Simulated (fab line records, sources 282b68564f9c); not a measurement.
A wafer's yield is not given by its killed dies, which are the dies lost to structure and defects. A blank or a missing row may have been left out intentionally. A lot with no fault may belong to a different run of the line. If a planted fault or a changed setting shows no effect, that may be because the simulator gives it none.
Lot-split experiment -- flow ritCmos -- 5 lots, 23 wafers read, on a route of 202 steps

## ON THE SPLIT
At RIT_CONTACT_DEVELOP_07 (develop time 120 s), the setting developTimeS was moved away from the recipe's 120 s on 7 of the 23 wafers read, by -13.7% to +6.1%. For the rest of the wafers, this setting stayed at what the recipe calls for.

## FROM THE SPLIT TO THE READING: what the file shows between them, 4 steps
- RIT_CONTACT_CD_MEAS_08: target cd 1000 nm
- RIT_CONTACT_HARDBAKE_10: time 60 s
- RIT_CONTACT_ETCH_11: etches SiO2 in CHF3/CF4/Ar, stops on TiSi2, target depth 480 nm, time 320 s
- RIT_CONTACT_STRIP_12: strips in O2, time 180 s (also split here: timeS)

## THE READING
At RIT_CONTACT_CD_MEAS_90: cdNm in nanometres, against a target cd of 1000 nm. Typical for fault-free wafers on this fab line: 999.2 nm, with standard deviation 2.1 nm.

wafer,"tool, chamber at the split","developTimeS as run, s",against the recipe,"cdNm, nm",against lot-mates on the recipe
L075.2,"lithoTrack-01, 0",120,recipe,1000.0,-
L075.5,"lithoTrack-01, 0",120,recipe,1001.8,-
L075.6,"lithoTrack-01, 0",120,recipe,1001.4,-
L076.1,"lithoTrack-04, 0",120,recipe,996.8,-
L076.2,"lithoTrack-04, 0",103.5,-13.7%,985.2,-10.9
L076.3,"lithoTrack-04, 0",103.5,-13.7%,982.8,-13.3
L076.5,"lithoTrack-04, 0",120,recipe,996.3,-
L076.6,"lithoTrack-04, 0",120,recipe,995.1,-
L080.2,"lithoTrack-01, 0",111.2,-7.3%,992.6,-6.4
L080.3,"lithoTrack-01, 0",120,recipe,998.0,-
L080.4,"lithoTrack-01, 0",120,recipe,1000.1,-
L080.5,"lithoTrack-01, 0",111.2,-7.3%,993.1,-5.9
L080.6,"lithoTrack-01, 0",111.2,-7.3%,992.2,-6.8
L082.1,"lithoTrack-01, 0",120,recipe,998.5,-
L082.2,"lithoTrack-01, 0",120,recipe,1002.2,-
L082.3,"lithoTrack-01, 0",127.3,+6.1%,1002.8,+1.9
L082.4,"lithoTrack-01, 0",127.3,+6.1%,1003.4,+2.5
L082.5,"lithoTrack-01, 0",120,recipe,1002.1,-
L083.1,"lithoTrack-01, 0",120,recipe,999.3,-
L083.2,"lithoTrack-01, 0",120,recipe,999.1,-
L083.3,"lithoTrack-01, 0",120,recipe,1000.0,-
L083.4,"lithoTrack-01, 0",120,recipe,1000.3,-
L083.5,"lithoTrack-01, 0",120,recipe,1002.7,-

THE FIT
A straight line over all 23 wafers: cdNm changes by +0.998 nm for each +1% of developTimeS; r = +0.92; the points scatter about the line by 2.1 nm.
The same after taking each lot's own level away (the mean of its wafers on the recipe; 23 wafers): +0.789 nm for each +1%; r = +0.95; scatter 1.4 nm.
The reading moves by 11 nm for the largest change in developTimeS, on that fit.
The span of the lots' own levels, 996.07 to 1001.07 nm, comes to 2.4 times the standard deviation stated above.
So the lot-to-lot level changes the slope: the two fits differ.
Check: for one of the wafers moved furthest among these (-13.7%), held out of the fit, the line's prediction against its lot-mates is -11.4 nm. It came out at -10.9 nm against them.

## THESE WAFERS: OTHER SPLITS
Other splits were also applied to these wafers ahead of the reading. Each is held against what the fit with the lots' levels taken away leaves over:
other split on the same wafers,wafers away from the commonest value,r with cdNm (lot level and that fit taken away)
RIT_NLDD_IMPLANT_08 doseCm2,4,+0.15
RIT_PLDD_IMPLANT_08 energyKev,7,+0.28
RIT_NSD_IMPLANT_08 doseCm2,7,+0.00
RIT_PSD_DEVELOP_05 developTimeS,6,-0.11
RIT_SILICIDE_SPUTTER_01 timeS,5,+0.02
RIT_CONTACT_STRIP_12 timeS,8,-0.07

## THE WHOLE CHAIN: every reading that the file lists as answering this split, in the file's order
step,what it does,reading,change (the file's fit),r (the file's)
RIT_CONTACT_CD_MEAS_08,target cd 1000 nm,cdNm,+0.842 nm for each +1% of the setting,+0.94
RIT_CONTACT_ETCH_11,"etches SiO2 in CHF3/CF4/Ar, stops on TiSi2, target depth 480 nm, time 320 s","CONTACT.cdNm (the simulator's own value, which no gauge read)",+0.826 nm for each +1% of the setting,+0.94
RIT_CONTACT_CD_MEAS_90,target cd 1000 nm,cdNm,+0.81 nm for each +1% of the setting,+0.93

## THE FILE'S OWN FIT
cdNm changes by +0.81 nm for each +1% of developTimeS, r = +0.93.
